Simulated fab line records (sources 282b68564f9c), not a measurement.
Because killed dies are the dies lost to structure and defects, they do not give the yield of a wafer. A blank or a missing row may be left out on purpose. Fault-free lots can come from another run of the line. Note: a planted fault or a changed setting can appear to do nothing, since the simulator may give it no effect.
fab line records ; flow ritCmos
record: lots: 5; wafers: 15; lastDay: 6
route steps=202 shown GATE@77 FOX2@80
lots that met no fault: taken from a fault-free run of the same line
startH: hours from the record's first day to the start of the lot's first wafer shown ; waitH: time in hours since the lot's previous step ; " the same as in the row above ; L1.1+2: several wafers, shown together as one row ; - no value present, or no start provided ; * or withheld: withheld ; < > ~ a bound
route shown NAME@n: a module of which the file shows steps, and the number in the route of the first ; usual: mean/standard deviation of fault-free wafers ; same: alike in all rows ; chamber/n: place in a boat ; sites: readings site by site ; _std_site: how widely they spread, as a standard deviation ; _edge_site: the outer-site mean with the inner-site mean subtracted ; radiusMm: for every site, how far away it sits from the centre of the wafer ; mask NAME#n: copy n ; behind: the most recent tool/chamber to have shaped the wafer ; hold: the reason the lot was held/the length of the hold in hours/how it ended ; device: names the non-switching transistor (n, p or np) ; end of line: at the end of the route, the tests of the same wafers ; step lacking rows: just its recipe ; killed: count of dies lost to structure and defects at first sort (not the wafer's yield) ; map: a wafer's dies, marking killed ones x, the rest . and places with no die _
set.NAME: the setting that was run; set.NAME@STEP: the one run at that earlier step ; model.NAME: the simulator's own value behind a step, which no gauge read
certain route steps with their lots: each step a table, each wafer a row
services: the hour from which a tool's chamber was out of use, counted from the record's first day as startH (under 0 if before that day), plus the number of hours and why
== steps ==
step: RIT_GATE_CLEAN_02
recipe: chemistry: dHF; dilution: 50:1; timeS: 30
step: RIT_GATE_CLEAN_03
recipe: chemistry: SC2; mix: 3:3:50; timeS: 600; tempC: 75; dry: n2Spin
step: RIT_GATE_CLEAN_04
recipe: chemistry: dHF; dilution: 50:1; timeS: 60; dry: n2Spin
step: RIT_FOX2_THK_MEAS_91
recipe: reads: SiO2_of_FOX2_OXIDATION_00
usual: FIELD_OXIDE_LEFT_2_THK: 257/6.3
lot.wafer;tool;chamber;startH;waitH;FIELD_OXIDE_LEFT_2_THK[nm]
L909.1;filmMetro-03;-;42.93;0.0;254
L909.4;filmMetro-03;-;42.93;0.0;265
L909.6;filmMetro-03;-;42.93;0.0;261
L911.3;filmMetro-02;-;53.51;0.0;254
L911.4;filmMetro-02;-;53.51;0.0;257
L911.6;filmMetro-02;-;53.51;0.0;254
L921.2;filmMetro-01;-;103.17;0.0;255
L921.3;filmMetro-01;-;103.17;0.0;254
L921.4;filmMetro-01;-;103.17;0.0;247
L925.1;filmMetro-01;-;122.35;0.0;263
L925.3;filmMetro-01;-;122.35;0.0;263
L925.5;filmMetro-01;-;122.35;0.0;261
L926.2;filmMetro-01;-;127.09;0.0;254
L926.4;filmMetro-01;-;127.09;0.0;252
L926.6;filmMetro-01;-;127.09;0.0;258
step: RIT_GATE_OXIDATION_05
recipe: tempC: 900; ambient: O2; targetThkA: 30; oxTimeS: 270
step: RIT_GATE_ANNEAL_06
recipe: tempC: 900; timeS: 600; ambient: N2O
step: RIT_GATE_THK_MEAS_07
recipe: reads: SiO2_of_GATE_OXIDATION_05
usual: GATE_OXIDE_THK: 3.00/0.069
lot.wafer;tool;chamber;startH;waitH;GATE_OXIDE_THK[nm]
L909.1;filmMetro-02;-;45.14;0.0;2.96
L909.4;filmMetro-02;-;45.14;0.0;2.94
L909.6;filmMetro-02;-;45.14;0.0;3.01
L911.3;filmMetro-01;-;54.98;0.0;3.01
L911.4;filmMetro-01;-;54.98;0.0;2.99
L911.6;filmMetro-01;-;54.98;0.0;3.01
L921.2;filmMetro-02;-;104.55;0.0;2.98
L921.3;filmMetro-02;-;104.55;0.0;2.94
L921.4;filmMetro-02;-;104.55;0.0;2.88
L925.1;filmMetro-01;-;123.73;0.0;2.98
L925.3;filmMetro-01;-;123.73;0.0;2.99
L925.5;filmMetro-01;-;123.73;0.0;3.06
L926.2;filmMetro-03;-;128.47;0.0;2.97
L926.4;filmMetro-03;-;128.47;0.0;3.03
L926.6;filmMetro-03;-;128.47;0.0;2.90
step: RIT_GATE_CVD_08
recipe: material: poly-Si; targetThkNm: 250; tempC: 610; precursor: SiH4; timeS: 2220; pressureMtorr: 300; sih4FlowSccm: 100
step: RIT_GATE_THK_MEAS_09
recipe: reads: poly-Si_of_GATE_CVD_08
usual: GATE_POLY_THK: 249.0/2.1
lot.wafer;tool;chamber;startH;waitH;GATE_POLY_THK[nm]
L909.1;filmMetro-03;-;48.19;0.0;248.7
L909.4;filmMetro-03;-;48.19;0.0;249.9
L909.6;filmMetro-03;-;48.19;0.0;248.3
L911.3;filmMetro-02;-;56.66;0.0;249.7
L911.4;filmMetro-02;-;56.66;0.0;249.6
L911.6;filmMetro-02;-;56.66;0.0;249.3
L921.2;filmMetro-03;-;106.23;0.0;245.9
L921.3;filmMetro-03;-;106.23;0.0;245.6
L921.4;filmMetro-03;-;106.23;0.0;243.8
L925.1;filmMetro-01;-;125.41;0.0;251.9
L925.3;filmMetro-01;-;125.41;0.0;251.7
L925.5;filmMetro-01;-;125.41;0.0;251.5
L926.2;filmMetro-02;-;130.15;0.0;247.7
L926.4;filmMetro-02;-;130.15;0.0;247.8
L926.6;filmMetro-02;-;130.15;0.0;248.0
step: RIT_GATE_HMDS_10
recipe: primeTimeS: 60; primeTempC: 140
step: RIT_GATE_COAT_11
recipe: resist: NOVOLAK; spinRpm: 4250; resistThkNm: 850
step: RIT_GATE_SOFTBAKE_12
recipe: resist: NOVOLAK; tempC: 90; timeS: 60
step: RIT_GATE_EXPOSE_13
recipe: maskId: M6; na: 0.6; sourceShape: conventional; sigmaOuter: 0.6; targetCdNm: 150; doseMj: 380
lot.wafer;tool;chamber;startH;waitH;mask
L909.1+4+6;ilineStepper-01;0;48.83;0.2;M6#0
L911.3+4+6;ilineStepper-01;0;57.31;0.2;M6#0
L921.2+3+4;ilineStepper-01;0;106.75;0.1;M6_R1#0
L925.1+3+5;ilineStepper-01;0;126.05;0.2;M6#0
L926.2+4+6;ilineStepper-01;0;130.67;0.1;M6#0
step: RIT_GATE_PEB_14
recipe: resist: NOVOLAK; tempC: withheld; timeS: withheld
step: RIT_GATE_DEVELOP_15
recipe: resist: NOVOLAK; developTimeS: 50; devTempC: 23
step: RIT_GATE_CD_MEAS_16
recipe: targetCdNm: 150
usual: cdNm: 150.6/2.1
lot.wafer;tool;chamber;startH;waitH;cdNm
L909.1;cdSem-02;-;49.23;-;147.7
L909.4;cdSem-02;-;49.23;-;148.5
L909.6;cdSem-02;-;49.23;-;150.9
L911.3;cdSem-02;-;57.71;-;148.8
L911.4;cdSem-02;-;57.71;-;147.9
L911.6;cdSem-02;-;57.71;-;149.2
L921.2;cdSem-02;-;107.15;-;192.1
L921.3;cdSem-02;-;107.15;-;191.7
L921.4;cdSem-02;-;107.15;-;192.1
L925.1;cdSem-01;-;126.45;-;147.5
L925.3;cdSem-01;-;126.45;-;147.2
L925.5;cdSem-01;-;126.45;-;146.3
L926.2;cdSem-02;-;131.07;-;154.5
L926.4;cdSem-02;-;131.07;-;153.9
L926.6;cdSem-02;-;131.07;-;154.4
step: RIT_GATE_OVL_MEAS_17
usual: GATE_OVL: -0.9/1.2
lot.wafer;tool;chamber;startH;waitH;GATE_OVL[nm]
L909.1;overlay-01;-;49.35;0.1;-2.7
L909.4;overlay-01;-;49.35;0.1;-2.3
L909.6;overlay-01;-;49.35;0.1;-3.4
L911.3;overlay-02;-;57.81;0.1;-1.0
L911.4;overlay-02;-;57.81;0.1;-0.1
L911.6;overlay-02;-;57.81;0.1;-1.5
L921.2;overlay-02;-;107.26;0.1;-1.6
L921.3;overlay-02;-;107.26;0.1;-1.5
L921.4;overlay-02;-;107.26;0.1;-0.3
L925.1;overlay-01;-;126.57;0.1;-1.3
L925.3;overlay-01;-;126.57;0.1;-0.1
L925.5;overlay-01;-;126.57;0.1;-1.3
L926.2;overlay-01;-;131.17;0.1;-2.6
L926.4;overlay-01;-;131.17;0.1;-3.6
L926.6;overlay-01;-;131.17;0.1;-3.2
step: RIT_GATE_HARDBAKE_18
recipe: resist: NOVOLAK; tempC: 140; timeS: 60
step: RIT_GATE_ETCH_19
recipe: chemistry: SF6/CHF3/O2; timeS: 165; SF6_flow_sccm: 30; CHF3_flow_sccm: 30; O2_flow_sccm: 5; target: poly-Si; pressureMtorr: 40; rfW: 160; targetDepthA: 3125; overEtchFrac: 0.25; stopOn: SiO2
usual: O2_flow_sccm: 5.001/0.015; SF6_flow_sccm: 30.00/0.095; drypumpMotorCurrentA: 5.7/0.37; oesProductAu: 0.849/0.0098; throttleValvePct: 10.28/0.17
lot.wafer;tool;chamber;startH;waitH;O2_flow_sccm;SF6_flow_sccm;drypumpMotorCurrentA;oesProductAu;rfHoursCounterH;throttleValvePct;model.GATE.cdNm
L909.1;rieSi-01;0;49.65;0.1;5.002;29.89;6.3;0.864;136;10.18;147.9
L909.4;rieSi-01;2;49.65;0.1;4.983;30.02;5.6;0.847;129;10.41;148.3
L909.6;rieSi-01;2;49.65;0.1;5.017;30.11;5.6;0.844;-;10.43;-
L911.3;rieSi-01;1;57.98;0.1;4.992;30.05;6.2;0.849;94;10.07;148.8
L911.4;rieSi-01;3;57.98;0.1;5.005;30.06;5.9;0.862;104;10.39;148.4
L911.6;rieSi-01;1;57.98;0.1;4.994;30.10;6.2;0.850;-;10.07;149.4
L921.2;rieSi-01;2;107.44;0.1;4.990;30.04;5.6;0.839;130;10.43;192.4
L921.3;rieSi-01;1;107.44;0.1;5.014;29.81;6.1;0.847;94;10.07;191.7
L921.4;rieSi-01;3;107.44;0.1;5.012;30.15;6.0;0.845;104;10.38;192.2
L925.1;rieSi-01;1;126.75;0.1;5.030;29.86;6.1;0.857;94;10.07;147.8
L925.3;rieSi-01;0;126.75;0.1;5.002;29.98;6.3;0.868;136;10.20;147.1
L925.5;rieSi-01;1;126.75;0.1;5.021;29.97;6.1;0.854;-;10.07;146.1
L926.2;rieSi-02;3;131.35;0.1;4.997;29.99;5.5;0.853;82;10.46;154.2
L926.4;rieSi-02;2;131.35;0.1;5.005;30.20;5.9;0.836;2;9.99;153.9
L926.6;rieSi-02;3;131.35;0.1;5.006;30.00;5.5;0.846;-;10.46;154.5
step: RIT_GATE_STRIP_20
recipe: chemistry: O2; timeS: 180; resist: NOVOLAK; platenTempC: withheld; powerW: 500; pressureMtorr: 4000; o2FlowSccm: 4000
usual: drypumpMotorCurrentA: 5.9/0.41
lot.wafer;tool;chamber;startH;waitH;drypumpMotorCurrentA;rfHoursCounterH
L909.1;plasmaAsher-02;0;49.76;0.1;5.2;41
L909.4;plasmaAsher-02;1;49.76;0.1;5.5;-
L909.6;plasmaAsher-02;1;49.76;0.1;5.5;-
L911.3;plasmaAsher-04;1;58.15;0.1;6.1;-
L911.4;plasmaAsher-04;0;58.15;0.1;6.3;-
L911.6;plasmaAsher-04;0;58.15;0.1;6.3;-
L921.2;plasmaAsher-01;0;107.55;0.1;6.1;42
L921.3;plasmaAsher-01;0;107.55;0.1;6.1;-
L921.4;plasmaAsher-01;1;107.55;0.1;5.4;-
L925.1;plasmaAsher-02;0;126.86;0.1;5.2;1
L925.3;plasmaAsher-02;1;126.86;0.1;5.5;-
L925.5;plasmaAsher-02;1;126.86;0.1;5.5;-
L926.2;plasmaAsher-02;0;131.46;0.1;5.2;2
L926.4;plasmaAsher-02;0;131.46;0.1;5.2;-
L926.6;plasmaAsher-02;1;131.46;0.1;5.5;-
== services ==
tool;chamber;startH;hours;kind
plasmaAsher-01;-;26.78;5.5;repair
plasmaAsher-01;-;46.76;12.8;repair
rieSi-01;0;60.62;14.0;repair
plasmaAsher-02;-;69.46;7.5;repair
plasmaAsher-02;-;108.75;9.0;pm
plasmaAsher-02;0;108.75;9.0;ventCycle
plasmaAsher-02;1;108.75;9.0;ventCycle
plasmaAsher-02;0;117.75;-;clean
plasmaAsher-02;1;117.75;-;clean
plasmaAsher-01;-;120.14;15.6;pm
ilineStepper-01;-;122.91;1.7;pm
== key ==
firstSign: step: RIT_GATE_EXPOSE_13; reading: mask; direction: changed
effect: step: RIT_GATE_CD_MEAS_16; reading: cdNm; direction: up; sigmas: 20; usual: 150.6; struck: 191.9
modelEffect: step: RIT_GATE_ETCH_19; value: GATE.cdNm; without: 147.1; struck: 192.1
metAt RIT_GATE_EXPOSE_13
struckWafers L921.2,L921.3,L921.4
laterRowsLeftOut L921.2,L921.3,L921.4
sortLeftOut L921.2,L921.3,L921.4
testerLeftOut L921
onsetBetween 57.31 106.75
fault: kind: wrongMask; tool: any; chamber: -; onsetH: 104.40; steps: RIT_GATE_EXPOSE_13; auxCopy: M6_R1#0; cdOffsetNm: 45; scope: struckLotsOnly
testerLeftOut: of these lots the tester's yield and bins aren't shown, on N5 and GAA mostly nor the transistor test; their killed dies are dies lost to structure and defects alone, not to doping, threshold or leakage, so they don't give the yield
sortLeftOut: the simulated sort isn't trusted on such a fault, so these wafers' sort isn't shown, and their yield isn't known
laterRowsLeftOut: the simulator's readings of these wafers behind a module that went badly wrong aren't trusted and aren't shown, but for the sort
